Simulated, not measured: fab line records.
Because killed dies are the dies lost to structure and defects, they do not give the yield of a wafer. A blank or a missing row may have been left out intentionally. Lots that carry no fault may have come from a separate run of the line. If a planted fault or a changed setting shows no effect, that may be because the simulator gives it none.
The tool behind it: which one? || flow berkeley cmos170 || Sampling: 14 lots, 42 wafers, 2 of 331 route steps

WHAT THE GAUGES READ, wafer by wafer
UCB170_PWELL_OVL_MEAS_13.
{"lot": "L823", "measured": "day 3 17:13", "on": "overlay-01", "PWELL_OVL (nm)": "7 9 0"}
{"lot": "L824", "measured": "day 4 02:34", "on": "overlay-01", "PWELL_OVL (nm)": "5 14 4"}
{"lot": "L827", "measured": "day 4 09:09", "on": "overlay-01", "PWELL_OVL (nm)": "1 7 0"}
{"lot": "L828", "measured": "day 4 19:04", "on": "overlay-01", "PWELL_OVL (nm)": "-7 -2 2"}
{"lot": "L830", "measured": "day 5 04:25", "on": "overlay-01", "PWELL_OVL (nm)": "0 0 -2"}
{"lot": "L832", "measured": "day 5 12:24", "on": "overlay-02", "PWELL_OVL (nm)": "-4 14 4"}
{"lot": "L836", "measured": "day 6 10:19", "on": "overlay-01", "PWELL_OVL (nm)": "-1 3 7"}
{"lot": "L838", "measured": "day 6 19:11", "on": "overlay-01", "PWELL_OVL (nm)": "1 12 6"}
{"lot": "L840", "measured": "day 6 22:55", "on": "overlay-02", "PWELL_OVL (nm)": "-8 -2 -3"}
{"lot": "L839", "measured": "day 6 23:11", "on": "overlay-02", "PWELL_OVL (nm)": "0 3 -3"}
{"lot": "L841", "measured": "day 7 12:38", "on": "overlay-02", "PWELL_OVL (nm)": "17 11 3"}
{"lot": "L844", "measured": "day 7 23:13", "on": "overlay-01", "PWELL_OVL (nm)": "7 16 11"}
{"lot": "L842", "measured": "day 7 23:29", "on": "overlay-02", "PWELL_OVL (nm)": "-10 -16 -9"}
{"lot": "L845", "measured": "day 8 03:40", "on": "overlay-02", "PWELL_OVL (nm)": "-3 2 2"}

UCB170_ACTIVE_OVL_MEAS_14.
{"lot": "L823", "measured": "day 5 06:53", "on": "overlay-02", "ACTIVE_OVL (nm)": "0 0 -2"}
{"lot": "L824", "measured": "day 5 15:28", "on": "overlay-02", "ACTIVE_OVL (nm)": "-4 -14 -5"}
{"lot": "L827", "measured": "day 6 00:02", "on": "overlay-02", "ACTIVE_OVL (nm)": "4 -3 2"}
{"lot": "L828", "measured": "day 6 09:04", "on": "overlay-01", "ACTIVE_OVL (nm)": "4 6 6"}
{"lot": "L830", "measured": "day 6 17:58", "on": "overlay-01", "ACTIVE_OVL (nm)": "-1 -9 2"}
{"lot": "L832", "measured": "day 7 01:11", "on": "overlay-02", "ACTIVE_OVL (nm)": "4 6 2"}
{"lot": "L836", "measured": "day 7 21:58", "on": "overlay-01", "ACTIVE_OVL (nm)": "-8 -10 -7"}
{"lot": "L838", "measured": "day 8 04:23", "on": "overlay-01", "ACTIVE_OVL (nm)": "-3 -2 -4"}
{"lot": "L840", "measured": "day 8 04:04", "on": "overlay-02", "ACTIVE_OVL (nm)": "-10 -8 -7"}
{"lot": "L839", "measured": "day 8 04:20", "on": "overlay-02", "ACTIVE_OVL (nm)": "-6 -2 -5"}
{"lot": "L841", "measured": "day 9 01:14", "on": "overlay-01", "ACTIVE_OVL (nm)": "8 7 7"}
{"lot": "L844", "measured": "day 9 08:53", "on": "overlay-01", "ACTIVE_OVL (nm)": "0 -6 -8"}
{"lot": "L842", "measured": "day 9 09:10", "on": "overlay-01", "ACTIVE_OVL (nm)": "8 -2 6"}
{"lot": "L845", "measured": "day 9 09:26", "on": "overlay-02", "ACTIVE_OVL (nm)": "0 1 3"}

TOOL THAT RAN EACH LOT (tool first, then ch and the chambers of the sampled wafers, then the start)
The record holds no process step before these readings.

WHAT THE TOOLS THEMSELVES READ (means of the sampled wafers that have a number; where no wafer has one, the mark that the record gives instead)
The record holds no such reading with a usual standard deviation.

THE ANSWER, worked out from the rows above alone
Rule: the usual values come from the lots themselves. The widest of any qualifying gaps counts: lots, ordered by their means at a reading, are off when they make up no more than a third of the lots, leave a main group of 4 or more, and stand apart from it by 3 or more times the standard deviation of that group's means. If all means in a main group match to the digits the tables above print for the reading, that group is not used. A lot without any number at a reading at which 4 lots or more have one is off too. All remaining lots with rows at the step are treated as sound. First the gauges in route order, then the tools' own readings, where a lot's mean is used as printed above. At the first step where some lot is off, the reading lying furthest off is the one used; lots without a number count as furthest.
None of the lots is off at any reading shown; this tells nothing.

WHAT WAS PUT IN BY THE SIMULATOR
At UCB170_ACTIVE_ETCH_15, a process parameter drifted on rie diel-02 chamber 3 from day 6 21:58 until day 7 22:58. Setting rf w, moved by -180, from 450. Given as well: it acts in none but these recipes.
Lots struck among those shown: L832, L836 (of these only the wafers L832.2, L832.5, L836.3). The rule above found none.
